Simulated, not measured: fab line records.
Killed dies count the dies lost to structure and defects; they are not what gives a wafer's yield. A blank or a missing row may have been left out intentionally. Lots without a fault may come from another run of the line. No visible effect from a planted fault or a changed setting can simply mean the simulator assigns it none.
Split-lot study :: flow berkeleyCmos170 :: on a route of 331 steps: 5 lots, 23 wafers read

== THE SPLIT ==
At UCB170_NLDD_IMPLANT_09, the setting doseCm2 was moved away from the recipe's 5e+13 on 8 of the 23 wafers read, by +5.0% to +6.5%. For the rest of the wafers, this setting stayed at what the recipe calls for.

== FROM THE SPLIT TO THE READING: what the file shows between them, 6 steps ==
- UCB170_NSD_PEB_04 (also split here: pebTempC)
- UCB170_NSD_DEVELOP_05: develop time 45 s
- UCB170_NSD_CD_MEAS_06: target cd 1200 nm
- UCB170_BACKSIDE_HMDS_00: prime time 60 s (also split here: primeTimeS)
- UCB170_BACKSIDE_COAT_01: resist thk 900 nm
- UCB170_BACKSIDE_SOFTBAKE_02: time 60 s

== THE READING ==
NLDD_RS in ohm/sq, measured at UCB170_SDANNEAL_RS_MEAS_05 by four-point-probe. A value of 615.3 ohm/sq with a standard deviation of 1.7 ohm/sq is what fault-free wafers of this fab line usually give.

wafer: L074.1
tool, chamber at the split: implanter-01, 0
doseCm2 as run: 5e+13
against the recipe: recipe
NLDD_RS, ohm/sq: 613.8
against lot-mates on the recipe: -

wafer: L074.2
tool, chamber at the split: implanter-01, 0
doseCm2 as run: 5e+13
against the recipe: recipe
NLDD_RS, ohm/sq: 613.4
against lot-mates on the recipe: -

wafer: L074.4
tool, chamber at the split: implanter-01, 0
doseCm2 as run: 5e+13
against the recipe: recipe
NLDD_RS, ohm/sq: 615.7
against lot-mates on the recipe: -

wafer: L074.5
tool, chamber at the split: implanter-01, 0
doseCm2 as run: 5e+13
against the recipe: recipe
NLDD_RS, ohm/sq: 613.3
against lot-mates on the recipe: -

wafer: L074.6
tool, chamber at the split: implanter-01, 0
doseCm2 as run: 5e+13
against the recipe: recipe
NLDD_RS, ohm/sq: 613.4
against lot-mates on the recipe: -

wafer: L079.2
tool, chamber at the split: implanter-02, 0
doseCm2 as run: 5e+13
against the recipe: recipe
NLDD_RS, ohm/sq: 615.0
against lot-mates on the recipe: -

wafer: L079.5
tool, chamber at the split: implanter-02, 0
doseCm2 as run: 5e+13
against the recipe: recipe
NLDD_RS, ohm/sq: 615.9
against lot-mates on the recipe: -

wafer: L079.6
tool, chamber at the split: implanter-02, 0
doseCm2 as run: 5e+13
against the recipe: recipe
NLDD_RS, ohm/sq: 615.1
against lot-mates on the recipe: -

wafer: L077.1
tool, chamber at the split: implanter-03, 0
doseCm2 as run: 5e+13
against the recipe: recipe
NLDD_RS, ohm/sq: 617.3
against lot-mates on the recipe: -

wafer: L077.2
tool, chamber at the split: implanter-03, 0
doseCm2 as run: 5e+13
against the recipe: recipe
NLDD_RS, ohm/sq: 616.0
against lot-mates on the recipe: -

wafer: L077.4
tool, chamber at the split: implanter-03, 0
doseCm2 as run: 5.288e+13
against the recipe: +5.8%
NLDD_RS, ohm/sq: 605.9
against lot-mates on the recipe: -10.8

wafer: L077.5
tool, chamber at the split: implanter-03, 0
doseCm2 as run: 5.288e+13
against the recipe: +5.8%
NLDD_RS, ohm/sq: 605.0
against lot-mates on the recipe: -11.6

wafer: L077.6
tool, chamber at the split: implanter-03, 0
doseCm2 as run: 5.288e+13
against the recipe: +5.8%
NLDD_RS, ohm/sq: 603.9
against lot-mates on the recipe: -12.8

wafer: L083.1
tool, chamber at the split: implanter-02, 0
doseCm2 as run: 5e+13
against the recipe: recipe
NLDD_RS, ohm/sq: 616.0
against lot-mates on the recipe: -

wafer: L083.2
tool, chamber at the split: implanter-02, 0
doseCm2 as run: 5.249e+13
against the recipe: +5.0%
NLDD_RS, ohm/sq: 607.5
against lot-mates on the recipe: -8.2

wafer: L083.3
tool, chamber at the split: implanter-02, 0
doseCm2 as run: 5.249e+13
against the recipe: +5.0%
NLDD_RS, ohm/sq: 606.2
against lot-mates on the recipe: -9.5

wafer: L083.4
tool, chamber at the split: implanter-02, 0
doseCm2 as run: 5.249e+13
against the recipe: +5.0%
NLDD_RS, ohm/sq: 605.7
against lot-mates on the recipe: -10.0

wafer: L083.5
tool, chamber at the split: implanter-02, 0
doseCm2 as run: 5e+13
against the recipe: recipe
NLDD_RS, ohm/sq: 615.4
against lot-mates on the recipe: -

wafer: L082.2
tool, chamber at the split: implanter-01, 0
doseCm2 as run: 5e+13
against the recipe: recipe
NLDD_RS, ohm/sq: 612.7
against lot-mates on the recipe: -

wafer: L082.3
tool, chamber at the split: implanter-01, 0
doseCm2 as run: 5e+13
against the recipe: recipe
NLDD_RS, ohm/sq: 611.6
against lot-mates on the recipe: -

wafer: L082.4
tool, chamber at the split: implanter-01, 0
doseCm2 as run: 5e+13
against the recipe: recipe
NLDD_RS, ohm/sq: 612.7
against lot-mates on the recipe: -

wafer: L082.5
tool, chamber at the split: implanter-01, 0
doseCm2 as run: 5.326e+13
against the recipe: +6.5%
NLDD_RS, ohm/sq: 598.6
against lot-mates on the recipe: -13.7

wafer: L082.6
tool, chamber at the split: implanter-01, 0
doseCm2 as run: 5.326e+13
against the recipe: +6.5%
NLDD_RS, ohm/sq: 599.6
against lot-mates on the recipe: -12.7

FIT RESULTS
A straight line over all 23 wafers: NLDD_RS changes by -1.89 ohm/sq for each +1% of doseCm2; r = -0.95; the points scatter about the line by 1.8 ohm/sq.
The same after taking each lot's own level away (the mean of its wafers on the recipe; 23 wafers): -1.98 ohm/sq for each +1%; r = -0.99; scatter 0.77 ohm/sq.
According to that fit, moving doseCm2 by its largest amount changes the reading by 13 ohm/sq.
The lots' own levels span 612.33 to 616.65 ohm/sq, that is 2.5 times the standard deviation above.
Hence the lot-to-lot level has little effect on the slope; both slopes agree.
Check: for one of the wafers moved furthest among these (+6.5%), held out of the fit, the line's prediction against its lot-mates is -12.8 ohm/sq. Against them it came out at -13.7 ohm/sq.

== FURTHER SPLITS ON THESE WAFERS ==
Before the reading, these wafers also passed through other splits. Each is held against what the fit with the lots' levels taken away leaves over:
other split on the same wafers: UCB170_PLDD_COAT_01 resistThkNm
wafers away from the commonest value: 10
r with NLDD_RS (lot level and that fit taken away): -0.09

other split on the same wafers: UCB170_NSD_PEB_04 pebTempC
wafers away from the commonest value: 9
r with NLDD_RS (lot level and that fit taken away): -0.40

other split on the same wafers: UCB170_BACKSIDE_HMDS_00 primeTimeS
wafers away from the commonest value: 2
r with NLDD_RS (lot level and that fit taken away): +0.10

== FILE'S OWN FIT ==
NLDD_RS changes by -1.99 ohm/sq for each +1% of doseCm2, r = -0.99.
